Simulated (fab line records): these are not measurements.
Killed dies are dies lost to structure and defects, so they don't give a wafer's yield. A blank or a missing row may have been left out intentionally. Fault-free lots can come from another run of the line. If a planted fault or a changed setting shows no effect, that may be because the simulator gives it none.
fab line records :: flow rit-cmos
record
  lots=6
  wafers=18
  last-day=7
route steps=202 shown REOX@100 NLDD@103 PLDD@114 SPACER@125
lots with no fault: from the same line, run without faults
start-h: hours from the record's first day to the start of the lot's first wafer shown :: wait-h: hours since the lot's step before :: " repeats the value in the row above :: L1.1+2: a single row standing in for several wafers :: - either no value or no given start :: * or withheld: withheld :: < > ~ a bound
route shown NAME@n: names a module that has steps shown in the file, with the first one's number in the route :: usual: mean and standard deviation over wafers with no fault :: same: alike in all rows :: chamber/n: place in a boat :: sites: per-site readings :: _std_site: their standard deviation :: _edge_site: outer sites' mean less inner sites' :: radius-mm: how far each site lies from the wafer's centre :: mask NAME#n: copy n :: behind: tool/chamber where the wafer was last shaped :: hold: the reason the lot was held/the length of the hold in hours/how it ended :: device: names the non-switching transistor (n, p or np) :: end of line: at the end of the route, the tests of the same wafers :: for a step that has no rows: nothing shown but its recipe :: killed: dies that structure and defects cost at the first sort, which is not the same as the wafer's yield :: map: dies across one wafer; x = killed, . = not, _ = none there
set.NAME: setting as actually run; set.NAME@STEP: the setting as run at that earlier step :: model.NAME: the simulator's own value behind a step, which no gauge read
certain route steps with their lots: each step a table, each wafer a row
services: a tool's chamber out of use, with start hour (start-h, from the record's first day; less than 0 if before it), hours out, and reason
## steps
# step RIT_REOX_CLEAN_02
# recipe
  chemistry=SC2
  mix=3:3:50
  time-s=600
  temp-c=75
  dry=n2-spin
# step RIT_REOX_OXIDATION_03
# recipe
  temp-c=900
  ambient=O2
  target-thk-a=252
  ox-time-s=5580
# step RIT_REOX_THK_MEAS_04
# recipe
  reads=SiO2_of_REOX_OXIDATION_03
# usual
  REOX_OXIDE_THK=25.3/0.47
lot.wafer: L328.3
tool: film-metro-04
chamber: -
start-h: 44.68
wait-h: 0.0
REOX_OXIDE_THK[nm]: 25.3

lot.wafer: L328.5
tool: film-metro-04
chamber: -
start-h: 44.68
wait-h: 0.0
REOX_OXIDE_THK[nm]: 25.7

lot.wafer: L328.6
tool: film-metro-04
chamber: -
start-h: 44.68
wait-h: 0.0
REOX_OXIDE_THK[nm]: 25.3

lot.wafer: L331.2
tool: film-metro-04
chamber: -
start-h: 60.65
wait-h: 0.0
REOX_OXIDE_THK[nm]: 25.4

lot.wafer: L331.3
tool: film-metro-04
chamber: -
start-h: 60.65
wait-h: 0.0
REOX_OXIDE_THK[nm]: 25.5

lot.wafer: L331.5
tool: film-metro-04
chamber: -
start-h: 60.65
wait-h: 0.0
REOX_OXIDE_THK[nm]: 25.3

lot.wafer: L348.2
tool: film-metro-02
chamber: -
start-h: 145.74
wait-h: 0.0
REOX_OXIDE_THK[nm]: 25.6

lot.wafer: L348.4
tool: film-metro-02
chamber: -
start-h: 145.74
wait-h: 0.0
REOX_OXIDE_THK[nm]: 25.7

lot.wafer: L348.6
tool: film-metro-02
chamber: -
start-h: 145.74
wait-h: 0.0
REOX_OXIDE_THK[nm]: 26.0

lot.wafer: L349.3
tool: film-metro-03
chamber: -
start-h: 150.04
wait-h: 0.0
REOX_OXIDE_THK[nm]: 25.1

lot.wafer: L349.4
tool: film-metro-03
chamber: -
start-h: 150.04
wait-h: 0.0
REOX_OXIDE_THK[nm]: 25.4

lot.wafer: L349.6
tool: film-metro-03
chamber: -
start-h: 150.04
wait-h: 0.0
REOX_OXIDE_THK[nm]: 25.5

lot.wafer: L350.2
tool: film-metro-04
chamber: -
start-h: 153.10
wait-h: 0.0
REOX_OXIDE_THK[nm]: 25.0

lot.wafer: L350.3
tool: film-metro-04
chamber: -
start-h: 153.10
wait-h: 0.0
REOX_OXIDE_THK[nm]: 24.8

lot.wafer: L350.4
tool: film-metro-04
chamber: -
start-h: 153.10
wait-h: 0.0
REOX_OXIDE_THK[nm]: 25.1

lot.wafer: L351.2
tool: film-metro-04
chamber: -
start-h: 160.92
wait-h: 0.0
REOX_OXIDE_THK[nm]: 25.8

lot.wafer: L351.4
tool: film-metro-04
chamber: -
start-h: 160.92
wait-h: 0.0
REOX_OXIDE_THK[nm]: 25.5

lot.wafer: L351.6
tool: film-metro-04
chamber: -
start-h: 160.92
wait-h: 0.0
REOX_OXIDE_THK[nm]: 25.8
# step RIT_NLDD_HMDS_00
# recipe
  prime-time-s=60
  prime-temp-c=140
# step RIT_NLDD_COAT_01
# recipe
  resist=NOVOLAK
  spin-rpm=3250
  resist-thk-nm=1000
# step RIT_NLDD_SOFTBAKE_02
# recipe
  resist=NOVOLAK
  temp-c=90
  time-s=60
# step RIT_NLDD_EXPOSE_03
# recipe
  mask-id=M7
  na=0.57
  target-cd-nm=40700
  dose-mj=250
# step RIT_NLDD_PEB_04
# recipe
  resist=NOVOLAK
  temp-c=withheld
  time-s=withheld
# step RIT_NLDD_DEVELOP_05
# recipe
  resist=NOVOLAK
  develop-time-s=50
  dev-temp-c=23
# step RIT_NLDD_OVL_MEAS_06
# usual
  NLDD_OVL=1.0/1.7
lot.wafer: L328.3
tool: overlay-01
chamber: -
start-h: 45.82
wait-h: -
NLDD_OVL[nm]: -0.2

lot.wafer: L328.5
tool: overlay-01
chamber: -
start-h: 45.82
wait-h: -
NLDD_OVL[nm]: -1.3

lot.wafer: L328.6
tool: overlay-01
chamber: -
start-h: 45.82
wait-h: -
NLDD_OVL[nm]: 0.0

lot.wafer: L331.2
tool: overlay-01
chamber: -
start-h: 61.68
wait-h: -
NLDD_OVL[nm]: 2.2

lot.wafer: L331.3
tool: overlay-01
chamber: -
start-h: 61.68
wait-h: -
NLDD_OVL[nm]: 1.3

lot.wafer: L331.5
tool: overlay-01
chamber: -
start-h: 61.68
wait-h: -
NLDD_OVL[nm]: 1.5

lot.wafer: L348.2
tool: overlay-01
chamber: -
start-h: 146.93
wait-h: -
NLDD_OVL[nm]: 1.2

lot.wafer: L348.4
tool: overlay-01
chamber: -
start-h: 146.93
wait-h: -
NLDD_OVL[nm]: -1.0

lot.wafer: L348.6
tool: overlay-01
chamber: -
start-h: 146.93
wait-h: -
NLDD_OVL[nm]: 0.2

lot.wafer: L349.3
tool: overlay-02
chamber: -
start-h: 150.94
wait-h: -
NLDD_OVL[nm]: 1.0

lot.wafer: L349.4
tool: overlay-02
chamber: -
start-h: 150.94
wait-h: -
NLDD_OVL[nm]: 1.6

lot.wafer: L349.6
tool: overlay-02
chamber: -
start-h: 150.94
wait-h: -
NLDD_OVL[nm]: 3.0

lot.wafer: L350.2
tool: overlay-01
chamber: -
start-h: 154.00
wait-h: -
NLDD_OVL[nm]: 3.5

lot.wafer: L350.3
tool: overlay-01
chamber: -
start-h: 154.00
wait-h: -
NLDD_OVL[nm]: 4.0

lot.wafer: L350.4
tool: overlay-01
chamber: -
start-h: 154.00
wait-h: -
NLDD_OVL[nm]: 4.5

lot.wafer: L351.2
tool: overlay-02
chamber: -
start-h: 161.98
wait-h: -
NLDD_OVL[nm]: -1.2

lot.wafer: L351.4
tool: overlay-02
chamber: -
start-h: 161.98
wait-h: -
NLDD_OVL[nm]: 0.8

lot.wafer: L351.6
tool: overlay-02
chamber: -
start-h: 161.98
wait-h: -
NLDD_OVL[nm]: 0.0
# step RIT_NLDD_HARDBAKE_07
# recipe
  resist=NOVOLAK
  temp-c=140
  time-s=60
# step RIT_NLDD_IMPLANT_08
# recipe
  species=P
  energy-kev=20
  dose-cm2=5e+14
  tilt-deg=7
# step RIT_NLDD_STRIP_09
# recipe
  chemistry=O2
  time-s=180
  resist=NOVOLAK
  platen-temp-c=withheld
  power-w=500
  pressure-mtorr=4000
  o2-flow-sccm=4000
# usual
  chamber-pressure-mTorr=4000/3.8
  drypump-motor-current-A=5.8/0.33
lot.wafer: L328.3
tool: plasma-asher-02
chamber: 0
start-h: 46.20
wait-h: 0.1
chamber-pressure-mTorr: 4004
drypump-motor-current-A: 6.2
rf-hours-counter-h: -
model.NOVOLAK_of_NLDD_COAT_01.thk-nm: 0

lot.wafer: L328.5
tool: plasma-asher-02
chamber: 1
start-h: 46.20
wait-h: 0.1
chamber-pressure-mTorr: 4001
drypump-motor-current-A: 5.5
rf-hours-counter-h: -
model.NOVOLAK_of_NLDD_COAT_01.thk-nm: 0

lot.wafer: L328.6
tool: plasma-asher-02
chamber: 0
start-h: 46.20
wait-h: 0.1
chamber-pressure-mTorr: 4003
drypump-motor-current-A: 6.2
rf-hours-counter-h: -
model.NOVOLAK_of_NLDD_COAT_01.thk-nm: 0

lot.wafer: L331.2
tool: plasma-asher-02
chamber: 0
start-h: 62.01
wait-h: 0.1
chamber-pressure-mTorr: 4002
drypump-motor-current-A: 6.2
rf-hours-counter-h: 43
model.NOVOLAK_of_NLDD_COAT_01.thk-nm: 0

lot.wafer: L331.3
tool: plasma-asher-02
chamber: 1
start-h: 62.01
wait-h: 0.1
chamber-pressure-mTorr: 3997
drypump-motor-current-A: 5.5
rf-hours-counter-h: -
model.NOVOLAK_of_NLDD_COAT_01.thk-nm: 0

lot.wafer: L331.5
tool: plasma-asher-02
chamber: 0
start-h: 62.01
wait-h: 0.1
chamber-pressure-mTorr: 3996
drypump-motor-current-A: 6.2
rf-hours-counter-h: -
model.NOVOLAK_of_NLDD_COAT_01.thk-nm: 0

lot.wafer: L348.2
tool: plasma-asher-04
chamber: 1
start-h: 147.26
wait-h: 0.1
chamber-pressure-mTorr: -
drypump-motor-current-A: -
rf-hours-counter-h: -
model.NOVOLAK_of_NLDD_COAT_01.thk-nm: 874.5

lot.wafer: L348.4
tool: plasma-asher-04
chamber: 1
start-h: 147.26
wait-h: 0.1
chamber-pressure-mTorr: -
drypump-motor-current-A: -
rf-hours-counter-h: -
model.NOVOLAK_of_NLDD_COAT_01.thk-nm: 878.6

lot.wafer: L348.6
tool: plasma-asher-04
chamber: 1
start-h: 147.26
wait-h: 0.1
chamber-pressure-mTorr: -
drypump-motor-current-A: -
rf-hours-counter-h: -
model.NOVOLAK_of_NLDD_COAT_01.thk-nm: 877.4

lot.wafer: L349.3
tool: plasma-asher-02
chamber: 0
start-h: 151.32
wait-h: 0.1
chamber-pressure-mTorr: -
drypump-motor-current-A: -
rf-hours-counter-h: -
model.NOVOLAK_of_NLDD_COAT_01.thk-nm: 886.5

lot.wafer: L349.4
tool: plasma-asher-02
chamber: 1
start-h: 151.32
wait-h: 0.1
chamber-pressure-mTorr: -
drypump-motor-current-A: -
rf-hours-counter-h: -
model.NOVOLAK_of_NLDD_COAT_01.thk-nm: 886.4

lot.wafer: L349.6
tool: plasma-asher-02
chamber: 1
start-h: 151.32
wait-h: 0.1
chamber-pressure-mTorr: -
drypump-motor-current-A: -
rf-hours-counter-h: -
model.NOVOLAK_of_NLDD_COAT_01.thk-nm: 887.4

lot.wafer: L350.2
tool: plasma-asher-04
chamber: 0
start-h: 154.33
wait-h: 0.1
chamber-pressure-mTorr: 4003
drypump-motor-current-A: 5.4
rf-hours-counter-h: 50
model.NOVOLAK_of_NLDD_COAT_01.thk-nm: 0

lot.wafer: L350.3
tool: plasma-asher-04
chamber: 1
start-h: 154.33
wait-h: 0.1
chamber-pressure-mTorr: 4008
drypump-motor-current-A: 5.9
rf-hours-counter-h: -
model.NOVOLAK_of_NLDD_COAT_01.thk-nm: 0

lot.wafer: L350.4
tool: plasma-asher-04
chamber: 0
start-h: 154.33
wait-h: 0.1
chamber-pressure-mTorr: 3997
drypump-motor-current-A: 5.4
rf-hours-counter-h: -
model.NOVOLAK_of_NLDD_COAT_01.thk-nm: 0

lot.wafer: L351.2
tool: plasma-asher-04
chamber: 1
start-h: 162.31
wait-h: 0.1
chamber-pressure-mTorr: 4001
drypump-motor-current-A: 5.9
rf-hours-counter-h: 51
model.NOVOLAK_of_NLDD_COAT_01.thk-nm: 0

lot.wafer: L351.4
tool: plasma-asher-04
chamber: 1
start-h: 162.31
wait-h: 0.1
chamber-pressure-mTorr: 4002
drypump-motor-current-A: 5.9
rf-hours-counter-h: -
model.NOVOLAK_of_NLDD_COAT_01.thk-nm: 0

lot.wafer: L351.6
tool: plasma-asher-04
chamber: 0
start-h: 162.31
wait-h: 0.1
chamber-pressure-mTorr: 3997
drypump-motor-current-A: 5.5
rf-hours-counter-h: -
model.NOVOLAK_of_NLDD_COAT_01.thk-nm: 0
# step RIT_NLDD_TW_MEAS_10
# usual
  NLDD_TW=2492/11
lot.wafer: L328.3
tool: film-metro-01
chamber: -
start-h: 46.34
wait-h: 0.1
NLDD_TW: 2490

lot.wafer: L328.5
tool: film-metro-01
chamber: -
start-h: 46.34
wait-h: 0.1
NLDD_TW: 2489

lot.wafer: L328.6
tool: film-metro-01
chamber: -
start-h: 46.34
wait-h: 0.1
NLDD_TW: 2490

lot.wafer: L331.2
tool: film-metro-01
chamber: -
start-h: 62.20
wait-h: 0.1
NLDD_TW: 2476

lot.wafer: L331.3
tool: film-metro-01
chamber: -
start-h: 62.20
wait-h: 0.1
NLDD_TW: 2499

lot.wafer: L331.5
tool: film-metro-01
chamber: -
start-h: 62.20
wait-h: 0.1
NLDD_TW: 2498

lot.wafer: L348.2
tool: film-metro-02
chamber: -
start-h: 147.44
wait-h: 0.1
NLDD_TW: 2506

lot.wafer: L348.4
tool: film-metro-02
chamber: -
start-h: 147.44
wait-h: 0.1
NLDD_TW: 2489

lot.wafer: L348.6
tool: film-metro-02
chamber: -
start-h: 147.44
wait-h: 0.1
NLDD_TW: 2497

lot.wafer: L349.3
tool: film-metro-01
chamber: -
start-h: 151.46
wait-h: 0.1
NLDD_TW: 2485

lot.wafer: L349.4
tool: film-metro-01
chamber: -
start-h: 151.46
wait-h: 0.1
NLDD_TW: 2492

lot.wafer: L349.6
tool: film-metro-01
chamber: -
start-h: 151.46
wait-h: 0.1
NLDD_TW: 2477

lot.wafer: L350.2
tool: film-metro-01
chamber: -
start-h: 154.52
wait-h: 0.1
NLDD_TW: 2478

lot.wafer: L350.3
tool: film-metro-01
chamber: -
start-h: 154.52
wait-h: 0.1
NLDD_TW: 2488

lot.wafer: L350.4
tool: film-metro-01
chamber: -
start-h: 154.52
wait-h: 0.1
NLDD_TW: 2481

lot.wafer: L351.2
tool: film-metro-03
chamber: -
start-h: 162.50
wait-h: 0.1
NLDD_TW: 2490

lot.wafer: L351.4
tool: film-metro-03
chamber: -
start-h: 162.50
wait-h: 0.1
NLDD_TW: 2497

lot.wafer: L351.6
tool: film-metro-03
chamber: -
start-h: 162.50
wait-h: 0.1
NLDD_TW: 2492
# step RIT_PLDD_HMDS_00
# recipe
  prime-time-s=60
  prime-temp-c=140
# step RIT_PLDD_COAT_01
# recipe
  resist=NOVOLAK
  spin-rpm=3250
  resist-thk-nm=1000
# step RIT_PLDD_SOFTBAKE_02
# recipe
  resist=NOVOLAK
  temp-c=90
  time-s=60
# step RIT_PLDD_EXPOSE_03
# recipe
  mask-id=M8
  na=0.57
  target-cd-nm=40900
  dose-mj=250
# step RIT_PLDD_PEB_04
# recipe
  resist=NOVOLAK
  temp-c=withheld
  time-s=withheld
# step RIT_PLDD_DEVELOP_05
# recipe
  resist=NOVOLAK
  develop-time-s=48.6
  dev-temp-c=23
# step RIT_PLDD_OVL_MEAS_06
# usual
  PLDD_OVL=0.9/1.3
lot.wafer: L328.3
tool: overlay-01
chamber: -
start-h: 47.24
wait-h: -
PLDD_OVL[nm]: -0.8

lot.wafer: L328.5
tool: overlay-01
chamber: -
start-h: 47.24
wait-h: -
PLDD_OVL[nm]: -2.3

lot.wafer: L328.6
tool: overlay-01
chamber: -
start-h: 47.24
wait-h: -
PLDD_OVL[nm]: -1.9

lot.wafer: L331.2
tool: overlay-01
chamber: -
start-h: 63.23
wait-h: -
PLDD_OVL[nm]: 0.5

lot.wafer: L331.3
tool: overlay-01
chamber: -
start-h: 63.23
wait-h: -
PLDD_OVL[nm]: 1.0

lot.wafer: L331.5
tool: overlay-01
chamber: -
start-h: 63.23
wait-h: -
PLDD_OVL[nm]: 0.5

lot.wafer: L348.2
tool: overlay-01
chamber: -
start-h: 148.67
wait-h: -
PLDD_OVL[nm]: 2.3

lot.wafer: L348.4
tool: overlay-01
chamber: -
start-h: 148.67
wait-h: -
PLDD_OVL[nm]: 3.1

lot.wafer: L348.6
tool: overlay-01
chamber: -
start-h: 148.67
wait-h: -
PLDD_OVL[nm]: 3.4

lot.wafer: L349.3
tool: overlay-02
chamber: -
start-h: 152.36
wait-h: -
PLDD_OVL[nm]: 2.7

lot.wafer: L349.4
tool: overlay-02
chamber: -
start-h: 152.36
wait-h: -
PLDD_OVL[nm]: 0.9

lot.wafer: L349.6
tool: overlay-02
chamber: -
start-h: 152.36
wait-h: -
PLDD_OVL[nm]: 1.6

lot.wafer: L350.2
tool: overlay-01
chamber: -
start-h: 155.55
wait-h: -
PLDD_OVL[nm]: -0.3

lot.wafer: L350.3
tool: overlay-01
chamber: -
start-h: 155.55
wait-h: -
PLDD_OVL[nm]: 0.1

lot.wafer: L350.4
tool: overlay-01
chamber: -
start-h: 155.55
wait-h: -
PLDD_OVL[nm]: -0.7

lot.wafer: L351.2
tool: overlay-01
chamber: -
start-h: 163.53
wait-h: -
PLDD_OVL[nm]: 0.1

lot.wafer: L351.4
tool: overlay-01
chamber: -
start-h: 163.53
wait-h: -
PLDD_OVL[nm]: 1.4

lot.wafer: L351.6
tool: overlay-01
chamber: -
start-h: 163.53
wait-h: -
PLDD_OVL[nm]: 1.3
# step RIT_PLDD_HARDBAKE_07
# recipe
  resist=NOVOLAK
  temp-c=140
  time-s=60
# step RIT_PLDD_IMPLANT_08
# recipe
  species=BF2
  energy-kev=20
  dose-cm2=9e+14
  tilt-deg=7
# step RIT_PLDD_STRIP_09
# recipe
  chemistry=O2
  time-s=180
  resist=NOVOLAK
  platen-temp-c=withheld
  power-w=500
  pressure-mtorr=4000
  o2-flow-sccm=4000
# usual
  chamber-pressure-mTorr=4001/3.4
  drypump-motor-current-A=5.6/0.55
lot.wafer: L328.3
tool: plasma-asher-03
chamber: 0
start-h: 47.63
wait-h: 0.1
chamber-pressure-mTorr: 4002
drypump-motor-current-A: 6.3
rf-hours-counter-h: -

lot.wafer: L328.5
tool: plasma-asher-03
chamber: 0
start-h: 47.63
wait-h: 0.1
chamber-pressure-mTorr: 4002
drypump-motor-current-A: 6.3
rf-hours-counter-h: -

lot.wafer: L328.6
tool: plasma-asher-03
chamber: 1
start-h: 47.63
wait-h: 0.1
chamber-pressure-mTorr: 4000
drypump-motor-current-A: 5.8
rf-hours-counter-h: -

lot.wafer: L331.2
tool: plasma-asher-01
chamber: 1
start-h: 63.56
wait-h: 0.1
chamber-pressure-mTorr: 4003
drypump-motor-current-A: 5.0
rf-hours-counter-h: 43

lot.wafer: L331.3
tool: plasma-asher-01
chamber: 0
start-h: 63.56
wait-h: 0.1
chamber-pressure-mTorr: 4001
drypump-motor-current-A: 4.9
rf-hours-counter-h: -

lot.wafer: L331.5
tool: plasma-asher-01
chamber: 0
start-h: 63.56
wait-h: 0.1
chamber-pressure-mTorr: 3994
drypump-motor-current-A: 4.9
rf-hours-counter-h: -

lot.wafer: L348.2
tool: plasma-asher-01
chamber: 0
start-h: 149.00
wait-h: 0.1
chamber-pressure-mTorr: 3996
drypump-motor-current-A: 5.0
rf-hours-counter-h: 3

lot.wafer: L348.4
tool: plasma-asher-01
chamber: 1
start-h: 149.00
wait-h: 0.1
chamber-pressure-mTorr: 4002
drypump-motor-current-A: 5.0
rf-hours-counter-h: -

lot.wafer: L348.6
tool: plasma-asher-01
chamber: 0
start-h: 149.00
wait-h: 0.1
chamber-pressure-mTorr: 3999
drypump-motor-current-A: 4.9
rf-hours-counter-h: -

lot.wafer: L349.3
tool: plasma-asher-01
chamber: 1
start-h: 152.74
wait-h: 0.1
chamber-pressure-mTorr: 4001
drypump-motor-current-A: 5.0
rf-hours-counter-h: -

lot.wafer: L349.4
tool: plasma-asher-01
chamber: 0
start-h: 152.74
wait-h: 0.1
chamber-pressure-mTorr: 4002
drypump-motor-current-A: 4.9
rf-hours-counter-h: -

lot.wafer: L349.6
tool: plasma-asher-01
chamber: 1
start-h: 152.74
wait-h: 0.1
chamber-pressure-mTorr: 4000
drypump-motor-current-A: 5.0
rf-hours-counter-h: -

lot.wafer: L350.2
tool: plasma-asher-03
chamber: 1
start-h: 155.88
wait-h: 0.1
chamber-pressure-mTorr: 3999
drypump-motor-current-A: 5.8
rf-hours-counter-h: 36

lot.wafer: L350.3
tool: plasma-asher-03
chamber: 0
start-h: 155.88
wait-h: 0.1
chamber-pressure-mTorr: 4002
drypump-motor-current-A: 6.3
rf-hours-counter-h: -

lot.wafer: L350.4
tool: plasma-asher-03
chamber: 1
start-h: 155.88
wait-h: 0.1
chamber-pressure-mTorr: 4004
drypump-motor-current-A: 5.8
rf-hours-counter-h: -

lot.wafer: L351.2
tool: plasma-asher-01
chamber: 1
start-h: 163.86
wait-h: 0.1
chamber-pressure-mTorr: 3996
drypump-motor-current-A: 5.0
rf-hours-counter-h: 5

lot.wafer: L351.4
tool: plasma-asher-01
chamber: 1
start-h: 163.86
wait-h: 0.1
chamber-pressure-mTorr: 3995
drypump-motor-current-A: 5.0
rf-hours-counter-h: -

lot.wafer: L351.6
tool: plasma-asher-01
chamber: 1
start-h: 163.86
wait-h: 0.1
chamber-pressure-mTorr: 4002
drypump-motor-current-A: 5.0
rf-hours-counter-h: -
# step RIT_PLDD_TW_MEAS_10
# usual
  PLDD_TW=2350/12
lot.wafer: L328.3
tool: film-metro-01
chamber: -
start-h: 47.76
wait-h: 0.1
PLDD_TW: 2342

lot.wafer: L328.5
tool: film-metro-01
chamber: -
start-h: 47.76
wait-h: 0.1
PLDD_TW: 2346

lot.wafer: L328.6
tool: film-metro-01
chamber: -
start-h: 47.76
wait-h: 0.1
PLDD_TW: 2329

lot.wafer: L331.2
tool: film-metro-03
chamber: -
start-h: 63.74
wait-h: 0.1
PLDD_TW: 2360

lot.wafer: L331.3
tool: film-metro-03
chamber: -
start-h: 63.74
wait-h: 0.1
PLDD_TW: 2366

lot.wafer: L331.5
tool: film-metro-03
chamber: -
start-h: 63.74
wait-h: 0.1
PLDD_TW: 2361

lot.wafer: L348.2
tool: film-metro-01
chamber: -
start-h: 149.18
wait-h: 0.1
PLDD_TW: 30

lot.wafer: L348.4
tool: film-metro-01
chamber: -
start-h: 149.18
wait-h: 0.1
PLDD_TW: 30

lot.wafer: L348.6
tool: film-metro-01
chamber: -
start-h: 149.18
wait-h: 0.1
PLDD_TW: 30

lot.wafer: L349.3
tool: film-metro-03
chamber: -
start-h: 152.88
wait-h: 0.1
PLDD_TW: 30

lot.wafer: L349.4
tool: film-metro-03
chamber: -
start-h: 152.88
wait-h: 0.1
PLDD_TW: 30

lot.wafer: L349.6
tool: film-metro-03
chamber: -
start-h: 152.88
wait-h: 0.1
PLDD_TW: 30

lot.wafer: L350.2
tool: film-metro-01
chamber: -
start-h: 156.06
wait-h: 0.1
PLDD_TW: 2330

lot.wafer: L350.3
tool: film-metro-01
chamber: -
start-h: 156.06
wait-h: 0.1
PLDD_TW: 2342

lot.wafer: L350.4
tool: film-metro-01
chamber: -
start-h: 156.06
wait-h: 0.1
PLDD_TW: 2330

lot.wafer: L351.2
tool: film-metro-02
chamber: -
start-h: 164.04
wait-h: 0.1
PLDD_TW: 2345

lot.wafer: L351.4
tool: film-metro-02
chamber: -
start-h: 164.04
wait-h: 0.1
PLDD_TW: 2355

lot.wafer: L351.6
tool: film-metro-02
chamber: -
start-h: 164.04
wait-h: 0.1
PLDD_TW: 2347
# step RIT_SPACER_CLEAN_00
# recipe
  chemistry=SC1
  mix=3:3:50
  time-s=600
  temp-c=75
## services
tool: plasma-asher-01
chamber: -
start-h: 40.16
hours: 3.9
kind: repair

tool: plasma-asher-04
chamber: -
start-h: 46.52
hours: 3.4
kind: repair

tool: plasma-asher-02
chamber: -
start-h: 52.80
hours: 3.8
kind: repair

tool: plasma-asher-04
chamber: -
start-h: 59.29
hours: 5.9
kind: repair

tool: plasma-asher-04
chamber: -
start-h: 68.83
hours: 0.6
kind: repair

tool: plasma-asher-03
chamber: -
start-h: 101.48
hours: 7.2
kind: repair

tool: plasma-asher-01
chamber: -
start-h: 108.75
hours: 9.0
kind: pm

tool: plasma-asher-01
chamber: 0
start-h: 108.75
hours: 9.0
kind: vent-cycle

tool: plasma-asher-01
chamber: 1
start-h: 108.75
hours: 9.0
kind: vent-cycle

tool: plasma-asher-01
chamber: 0
start-h: 117.75
hours: -
kind: clean

tool: plasma-asher-01
chamber: 1
start-h: 117.75
hours: -
kind: clean
## key
first-sign
  step=RIT_NLDD_STRIP_09
  reading=tool-record
  direction=missing
effect
  step=RIT_PLDD_TW_MEAS_10
  reading=PLDD_TW
  direction=down
  sigmas=99+
  usual=2350
  struck=30
model-effect
  step=RIT_NLDD_STRIP_09
  value=NOVOLAK_of_NLDD_COAT_01.thk-nm
  without=0
  struck=881.8
met-at RIT_NLDD_STRIP_09
struck-wafers L348.2,L348.4,L348.6,L349.3,L349.4,L349.6
rows-end L348.2,L348.4,L348.6,L349.3,L349.4,L349.6
onset-between 62.01 147.26
fault
  kind=skipped-step-whole
  tool=plasma-asher-02,plasma-asher-04
  chamber=-
  onset-h=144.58
  steps=RIT_NLDD_STRIP_09
  scope=struck-lots-only
# rows-end: these wafers met a further fault down the route, and their rows from its step on are left out
